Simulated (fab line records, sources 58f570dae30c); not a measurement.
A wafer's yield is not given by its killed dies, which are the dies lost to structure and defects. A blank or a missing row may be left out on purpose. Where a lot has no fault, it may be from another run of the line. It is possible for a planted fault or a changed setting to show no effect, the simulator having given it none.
fab line records -- flow berkeleyCmos170
record: lots: 14, wafers: 42, lastDay: 12
route steps=331 shown PLDD@149 SPACER@171
lots with no fault: from the same line, run without faults
startH: start of the lot's first displayed wafer, in hours after the record's first day -- waitH: hours since the lot's step before -- " same as the row above -- L1.1+2: a row that stands for several wafers -- - no value present, or no start provided -- * or withheld: withheld -- < > ~ a bound
route shown NAME@n: a module of which the file shows steps, and the number in the route of the first -- usual: mean/standard deviation of fault-free wafers -- same: alike in all rows -- chamber/n: place in a boat -- sites: the reading at each site -- _std_site: standard deviation of those values -- _edge_site: mean of outer sites minus mean of inner sites -- radiusMm: for every site, how far away it sits from the centre of the wafer -- mask NAME#n: copy n -- behind: the most recent tool/chamber to have shaped the wafer -- hold: reason for holding the lot/hours on hold/outcome of the hold -- device: whichever transistor did not switch (one of n, p or np) -- end of line: at the end of the route, the tests of the same wafers -- a step given without rows: its recipe and nothing more -- killed: the dies lost at the first sort to structure and to defects; this is not the yield of the wafer -- map: the dies of a wafer, with x for killed, . for not killed, _ for no die there
set.NAME: the setting the step ran with; set.NAME@STEP: the setting that earlier step ran with -- model.NAME: the simulator's own value behind a step, which no gauge read
steps of the route over a sample of lots; a table a step, a row a wafer
services: a tool's chamber out of use, with start hour (startH, from the record's first day; less than 0 if before it), hours out, and reason
== steps ==
step: UCB170_PLDD_PEB_04
recipe: pebTempC: 130, pebTimeS: withheld, resist: KrF
usual: chillPlateTempC: 22.99/0.1, exhaustPa: 45.2/0.96, heaterPowerTotalW: 56.80/0.046
lot.wafer,tool,chamber,startH,waitH,chillPlateTempC,exhaustPa,heaterPowerTotalW
L204.2,lithoTrack-02,0,123.33,0.6,23.04,44.5,56.83
L204.5,lithoTrack-02,0,123.33,0.6,23.17,44.1,56.83
L204.6,lithoTrack-02,0,123.33,0.6,23.15,43.9,56.74
L206.1,lithoTrack-04,0,136.52,0.1,23.12,46.4,56.83
L206.4,lithoTrack-04,0,136.52,0.1,23.23,45.7,56.81
L206.5,lithoTrack-04,0,136.52,0.1,23.22,46.0,56.83
L205.1,lithoTrack-01,0,137.03,0.1,22.90,45.4,56.73
L205.2,lithoTrack-01,0,137.03,0.1,22.89,43.2,56.81
L205.3,lithoTrack-01,0,137.03,0.1,23.01,46.4,56.73
L207.1,lithoTrack-02,0,137.28,0.1,23.07,44.0,56.80
L207.5,lithoTrack-02,0,137.28,0.1,22.84,44.9,56.77
L207.6,lithoTrack-02,0,137.28,0.1,22.99,43.6,56.83
L215.1,lithoTrack-04,-,176.61,0.1,-,-,-
L215.3,lithoTrack-04,-,176.61,0.1,-,-,-
L215.4,lithoTrack-04,-,176.61,0.1,-,-,-
L214.2,lithoTrack-01,-,176.90,0.1,-,-,-
L214.3,lithoTrack-01,-,176.90,0.1,-,-,-
L214.5,lithoTrack-01,-,176.90,0.1,-,-,-
L220.1,lithoTrack-01,0,210.65,0.4,22.97,44.2,56.87
L220.5,lithoTrack-01,0,210.65,0.4,23.01,43.9,56.76
L220.6,lithoTrack-01,0,210.65,0.4,22.92,43.2,56.70
L219.2,lithoTrack-02,0,211.10,0.3,22.94,44.9,56.81
L219.3,lithoTrack-02,0,211.10,0.3,22.80,43.6,56.77
L219.6,lithoTrack-02,0,211.10,0.3,22.94,45.5,56.79
L221.2,lithoTrack-01,0,214.60,0.1,23.13,45.2,56.76
L221.3,lithoTrack-01,0,214.60,0.1,23.13,45.2,56.78
L221.6,lithoTrack-01,0,214.60,0.1,23.08,44.4,56.83
L222.3,lithoTrack-01,0,214.90,0.1,22.97,45.1,56.86
L222.4,lithoTrack-01,0,214.90,0.1,23.02,45.2,56.82
L222.5,lithoTrack-01,0,214.90,0.1,23.03,44.5,56.82
L223.2,lithoTrack-02,0,223.82,0.2,23.23,46.6,56.84
L223.3,lithoTrack-02,0,223.82,0.2,22.90,47.5,56.81
L223.6,lithoTrack-02,0,223.82,0.2,23.02,46.7,56.77
L224.2,lithoTrack-02,0,224.09,0.2,23.03,44.7,56.79
L224.4,lithoTrack-02,0,224.09,0.2,22.90,44.2,56.83
L224.6,lithoTrack-02,0,224.09,0.2,22.95,45.2,56.78
L225.1,lithoTrack-01,0,233.27,0.1,22.93,45.6,56.89
L225.3,lithoTrack-01,0,233.27,0.1,22.91,44.8,56.78
L225.4,lithoTrack-01,0,233.27,0.1,23.01,45.4,56.80
L226.1,lithoTrack-01,0,251.38,0.3,22.97,45.0,56.77
L226.2,lithoTrack-01,0,251.38,0.3,22.92,44.0,56.77
L226.4,lithoTrack-01,0,251.38,0.3,22.87,44.9,56.85
step: UCB170_PLDD_CD_MEAS_06
recipe: targetCdNm: 1200
usual: cdNm: 1200.4/1.6
lot.wafer,tool,chamber,startH,waitH,cdNm
L204.2,cdSem-02,-,123.60,-,1201.1
L204.5,cdSem-02,-,123.60,-,1200.7
L204.6,cdSem-02,-,123.60,-,1201.8
L206.1,cdSem-02,-,136.80,-,1200.0
L206.4,cdSem-02,-,136.80,-,1197.5
L206.5,cdSem-02,-,136.80,-,1200.2
L205.1,cdSem-01,-,137.31,-,1201.1
L205.2,cdSem-01,-,137.31,-,1201.1
L205.3,cdSem-01,-,137.31,-,1200.5
L207.1,cdSem-01,-,137.55,-,1201.1
L207.5,cdSem-01,-,137.55,-,1201.6
L207.6,cdSem-01,-,137.55,-,1202.3
L215.1,cdSem-01,-,176.89,-,-
L215.3,cdSem-01,-,176.89,-,-
L215.4,cdSem-01,-,176.89,-,-
L214.2,cdSem-02,-,177.17,-,-
L214.3,cdSem-02,-,177.17,-,-
L214.5,cdSem-02,-,177.17,-,-
L220.1,cdSem-02,-,210.93,-,1201.4
L220.5,cdSem-02,-,210.93,-,1201.8
L220.6,cdSem-02,-,210.93,-,1200.7
L219.2,cdSem-02,-,211.37,-,1201.2
L219.3,cdSem-02,-,211.37,-,1200.9
L219.6,cdSem-02,-,211.37,-,1201.0
L221.2,cdSem-01,-,214.87,-,1201.0
L221.3,cdSem-01,-,214.87,-,1201.0
L221.6,cdSem-01,-,214.87,-,1200.6
L222.3,cdSem-02,-,215.16,-,1199.9
L222.4,cdSem-02,-,215.16,-,1199.4
L222.5,cdSem-02,-,215.16,-,1200.7
L223.2,cdSem-01,-,224.09,-,1198.1
L223.3,cdSem-01,-,224.09,-,1197.6
L223.6,cdSem-01,-,224.09,-,1198.9
L224.2,cdSem-01,-,224.36,-,1200.5
L224.4,cdSem-01,-,224.36,-,1200.6
L224.6,cdSem-01,-,224.36,-,1200.2
L225.1,cdSem-02,-,233.55,-,1198.0
L225.3,cdSem-02,-,233.55,-,1197.4
L225.4,cdSem-02,-,233.55,-,1198.3
L226.1,cdSem-02,-,251.65,-,1198.6
L226.2,cdSem-02,-,251.65,-,1198.6
L226.4,cdSem-02,-,251.65,-,1198.7
step: UCB170_PLDD_STRIP_10
recipe: chemistry: O2, powerW: 400, pressureMtorr: 3500, platenTempC: withheld, o2FlowSccm: 400, overashFraction: 0.5
usual: drypumpMotorCurrentA: 5.5/0.41, o2FlowSccm: 400.2/1.1, oesProductAu: 0.734/0.0044, stripTimeToEndpointS: 21.64/0.066
lot.wafer,tool,chamber,startH,waitH,drypumpMotorCurrentA,o2FlowSccm,oesProductAu,rfHoursCounterH,stripTimeToEndpointS
L204.2,plasmaAsher-03,1,124.04,0.1,5.6,400.3,0.741,1,21.69
L204.5,plasmaAsher-03,0,124.04,0.1,5.6,399.9,0.735,-,21.60
L204.6,plasmaAsher-03,1,124.04,0.1,5.6,399.6,0.732,-,21.60
L206.1,plasmaAsher-03,0,137.25,0.1,5.6,399.2,0.733,2,21.74
L206.4,plasmaAsher-03,0,137.25,0.1,5.6,400.2,0.728,-,21.82
L206.5,plasmaAsher-03,1,137.25,0.1,5.6,399.6,0.738,-,21.83
L205.1,plasmaAsher-01,0,137.77,0.1,5.2,401.3,0.733,41,21.62
L205.2,plasmaAsher-01,1,137.77,0.1,6.6,398.2,0.735,41,21.65
L205.3,plasmaAsher-01,1,137.77,0.1,6.6,398.5,0.735,-,21.67
L207.1,plasmaAsher-03,0,138.01,0.1,5.6,401.1,0.731,2,21.64
L207.5,plasmaAsher-03,1,138.01,0.1,5.6,399.6,0.733,-,21.63
L207.6,plasmaAsher-03,0,138.01,0.1,5.6,400.9,0.733,-,21.66
L215.1,plasmaAsher-04,0,177.35,0.1,4.9,400.9,0.732,45,21.54
L215.3,plasmaAsher-04,1,177.35,0.1,5.4,400.6,0.727,-,21.61
L215.4,plasmaAsher-04,0,177.35,0.1,4.9,401.1,0.736,-,21.59
L214.2,plasmaAsher-03,1,177.61,0.1,5.6,398.4,0.732,6,21.65
L214.3,plasmaAsher-03,0,177.61,0.1,5.6,399.7,0.745,-,21.56
L214.5,plasmaAsher-03,0,177.61,0.1,5.6,399.6,0.730,-,21.59
L220.1,plasmaAsher-03,1,211.39,0.1,5.6,397.9,0.733,10,21.74
L220.5,plasmaAsher-03,1,211.39,0.1,5.6,400.0,0.735,-,21.73
L220.6,plasmaAsher-03,0,211.39,0.1,5.6,400.4,0.735,-,21.70
L219.2,plasmaAsher-03,0,211.83,0.1,5.6,399.9,0.731,10,21.60
L219.3,plasmaAsher-03,0,211.83,0.1,5.6,400.2,0.739,-,21.54
L219.6,plasmaAsher-03,1,211.83,0.1,5.6,400.4,0.736,-,21.52
L221.2,plasmaAsher-03,1,215.30,0.1,5.6,400.1,0.730,10,21.62
L221.3,plasmaAsher-03,1,215.30,0.1,5.6,400.4,0.736,-,21.62
L221.6,plasmaAsher-03,1,215.30,0.1,5.6,399.7,0.740,-,21.70
L222.3,plasmaAsher-04,0,215.61,0.1,4.9,399.1,0.739,-,21.63
L222.4,plasmaAsher-04,1,215.61,0.1,5.4,399.5,0.736,-,21.60
L222.5,plasmaAsher-04,0,215.61,0.1,4.9,399.8,0.729,-,21.61
L223.2,plasmaAsher-03,0,224.52,0.1,5.6,400.1,0.735,11,21.52
L223.3,plasmaAsher-03,1,224.52,0.1,5.6,399.8,0.734,-,21.60
L223.6,plasmaAsher-03,0,224.52,0.1,5.6,401.1,0.736,-,21.56
L224.2,plasmaAsher-04,1,224.80,0.1,5.4,400.1,0.735,49,21.55
L224.4,plasmaAsher-04,0,224.80,0.1,4.9,400.3,0.741,-,21.58
L224.6,plasmaAsher-04,1,224.80,0.1,5.4,400.1,0.724,-,21.60
L225.1,plasmaAsher-04,0,234.00,0.1,4.9,401.8,0.733,50,21.68
L225.3,plasmaAsher-04,1,234.00,0.1,5.4,400.5,0.737,-,21.65
L225.4,plasmaAsher-04,0,234.00,0.1,4.9,401.0,0.736,-,21.66
L226.1,plasmaAsher-04,0,252.11,0.1,4.9,401.2,0.732,52,21.65
L226.2,plasmaAsher-04,1,252.11,0.1,5.4,400.0,0.732,52,21.56
L226.4,plasmaAsher-04,0,252.11,0.1,4.9,400.2,0.744,-,21.63
step: UCB170_SPACER_CVD_00
recipe: material: SiO2, targetThkNm: 376, tempC: 390, precursor: TEOS/O2, timeS: 47, rfW: 550, pressureMtorr: 9000
usual: heaterPowerW: 262/34
lot.wafer,tool,chamber,startH,waitH,heaterPowerW
L204.2,pecvd-03,2,126.21,0.0,280
L204.5,pecvd-03,0,126.21,0.0,284
L204.6,pecvd-03,1,126.21,0.0,201
L206.1,pecvd-01,0,139.35,0.0,239
L206.4,pecvd-01,1,139.35,0.0,284
L206.5,pecvd-01,2,139.35,0.0,329
L205.1,pecvd-03,1,139.90,0.0,189
L205.2,pecvd-03,0,139.90,0.0,218
L205.3,pecvd-03,2,139.90,0.0,275
L207.1,pecvd-01,1,140.12,0.0,239
L207.5,pecvd-01,1,140.12,0.0,260
L207.6,pecvd-01,2,140.12,0.0,321
L215.1,pecvd-01,2,179.87,0.0,293
L215.3,pecvd-01,1,179.87,0.0,248
L215.4,pecvd-01,1,179.87,0.0,263
L214.2,pecvd-03,0,180.13,0.0,268
L214.3,pecvd-03,2,180.13,0.0,279
L214.5,pecvd-03,0,180.13,0.0,277
L219.2,pecvd-01,0,216.13,0.0,214
L219.3,pecvd-01,1,216.13,0.0,312
L219.6,pecvd-01,1,216.13,0.0,211
L220.1,pecvd-02,0,216.13,0.0,289
L220.5,pecvd-02,1,216.13,0.0,283
L220.6,pecvd-02,0,216.13,0.0,299
L221.2,pecvd-03,1,218.17,0.0,219
L221.3,pecvd-03,0,218.17,0.0,236
L221.6,pecvd-03,2,218.17,0.0,202
L222.3,pecvd-01,0,218.63,0.0,264
L222.4,pecvd-01,1,218.63,0.0,206
L222.5,pecvd-01,2,218.63,0.0,304
L223.2,pecvd-03,2,226.68,0.0,278
L223.3,pecvd-03,0,226.68,0.0,282
L223.6,pecvd-03,2,226.68,0.0,288
L224.2,pecvd-01,1,226.92,0.0,232
L224.4,pecvd-01,2,226.92,0.0,237
L224.6,pecvd-01,1,226.92,0.0,249
L225.1,pecvd-03,1,236.64,0.0,238
L225.3,pecvd-03,2,236.64,0.0,276
L225.4,pecvd-03,0,236.64,0.0,250
L226.1,pecvd-01,0,254.59,0.0,288
L226.2,pecvd-01,1,254.59,0.0,252
L226.4,pecvd-01,2,254.59,0.0,324
== services ==
tool,chamber,startH,hours,kind
plasmaAsher-03,-,108.84,9.0,pm
plasmaAsher-03,0,108.84,9.0,ventCycle
plasmaAsher-03,1,108.84,9.0,ventCycle
plasmaAsher-03,0,117.84,-,clean
plasmaAsher-03,1,117.84,-,clean
pecvd-01,2,122.95,6.2,repair
plasmaAsher-01,-,129.76,0.6,repair
pecvd-03,-,133.31,1.4,repair
pecvd-02,-,135.50,14.0,pm
pecvd-02,0,135.50,14.0,ventCycle
pecvd-02,1,135.50,14.0,ventCycle
pecvd-02,2,135.50,14.0,ventCycle
pecvd-01,-,136.26,1.4,repair
pecvd-03,-,143.11,0.7,repair
pecvd-02,0,149.50,-,clean
pecvd-03,0,163.48,5.7,repair
pecvd-03,2,163.56,2.8,repair
pecvd-02,-,183.08,0.7,repair
plasmaAsher-04,-,187.11,9.0,repair
plasmaAsher-01,-,191.03,0.8,repair
plasmaAsher-01,-,201.94,7.3,repair
pecvd-02,2,214.68,4.7,repair
lithoTrack-04,-,238.54,-,consumableReplace:filter
pecvd-02,-,246.26,31.8,repair
== key ==
firstSign: step: UCB170_PLDD_PEB_04, reading: toolRecord, direction: missing
effect none on later readings
metAt UCB170_PLDD_PEB_04
struckLots L214,L215
sortLeftOut L214.2,L214.3,L214.5,L215.1,L215.3,L215.4
testerLeftOut L214,L215
notActingAt UCB170_PLDD_CD_MEAS_06,UCB170_PLDD_STRIP_10,UCB170_SPACER_CVD_00
onsetBetween 137.03 176.61
fault: kind: skippedStepWhole, tool: lithoTrack-01,lithoTrack-04, chamber: -, onsetH: 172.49, steps: UCB170_PLDD_PEB_04, scope: struckLotsOnly
testerLeftOut: of these lots the tester's yield and bins aren't shown, on N5 and GAA mostly nor the transistor test; their killed dies are dies lost to structure and defects alone, not to doping, threshold or leakage, so they don't give the yield
sortLeftOut: the simulated sort isn't trusted on such a fault, so these wafers' sort isn't shown, and their yield isn't known
